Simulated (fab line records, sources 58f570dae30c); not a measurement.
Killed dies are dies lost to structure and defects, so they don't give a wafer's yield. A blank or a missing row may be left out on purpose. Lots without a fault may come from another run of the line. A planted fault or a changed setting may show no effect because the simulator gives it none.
One fault seen from 2 desks | flow berkeley_cmos170 | each desk has only its own numbers; what lay behind them comes last

THE METROLOGY DESK
What the gauges read, lot by lot, whatever tool the lot ran on: means of the sampled wafers that have a number. A lot is out of limits, marked OUT, if its mean lies more than 4 standard deviations from the usual mean; the brackets give that distance.
Columns: A = M1_AL_RS at UCB170_M1_RS_MEAS_01, usual 0.0484 ohm/sq; B = M1_AL_THK at UCB170_M1_THK_MEAS_02, usual 597 nm
lot  | first seen here | A                 | B
L997 | day 8 16:17     | 0.0485            | 591
L999 | day 9 07:01     | 0.0483            | 600
L101 | day 9 07:13     | 0.0490            | 589
L100 | day 9 09:05     | 0.0484            | 598
L102 | day 9 09:32     | 0.0479            | 602
L105 | day 10 00:02    | 0.0489            | 586
L106 | day 10 07:59    | 0.0489            | 592
L108 | day 10 21:14    | 0.0490            | 592
L116 | day 12 00:55    | 0.0481            | 601
L112 | day 12 02:08    | 0.0452 (-5.7) OUT | 642 (+6.4) OUT
L117 | day 12 23:32    | 0.0485            | 591
L119 | day 13 08:54    | 0.0478            | 606
L118 | day 13 09:28    | 0.0485            | 595
This desk's finding: out of limits on L112; first on L112, day 12 02:08 (M1_AL_RS at UCB170_M1_RS_MEAS_01). In limits: L997, L999, L101, L100, L102, L105, L106, L108, L116, L117, L119, L118.

THE TOOL OWNER'S DESK: pvd_sputter-02
The tool's own readings at UCB170_M1_SPUTTER_00 (material Al, target thk 600 nm, time 80 s): means of the sampled wafers that have a number, for each lot that ran on this tool. A lot is out of limits, marked OUT, if its mean lies more than 4 standard deviations from the usual mean; the brackets give that distance.
Columns: A = throttle_valve_pct at UCB170_M1_SPUTTER_00, usual 29.9 %
lot  | first seen here | A
L999 | day 9 06:54     | 29.5
L100 | day 9 09:01     | 30.6
L106 | day 10 07:54    | 30.0
L108 | day 10 21:11    | 30.9
L112 | day 12 02:03    | 30.6
This desk's finding: nothing out of limits on any of the 5 lots.

PUT TOGETHER
The metrology desk could have raised an alarm at day 12 02:08, on L112.
The tool owner's desk saw nothing out of limits.
The tool owner's desk has L112 on record, within its limits.
Of the lots named, all ran UCB170_M1_SPUTTER_00 on pvd_sputter-02.

WHAT THE SIMULATOR HAD PUT IN
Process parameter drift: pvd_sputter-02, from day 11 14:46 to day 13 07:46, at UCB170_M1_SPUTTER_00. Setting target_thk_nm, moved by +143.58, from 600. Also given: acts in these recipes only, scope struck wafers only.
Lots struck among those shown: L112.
Hours from the fault's start to each desk's first reading out of limits: the metrology desk, 11.
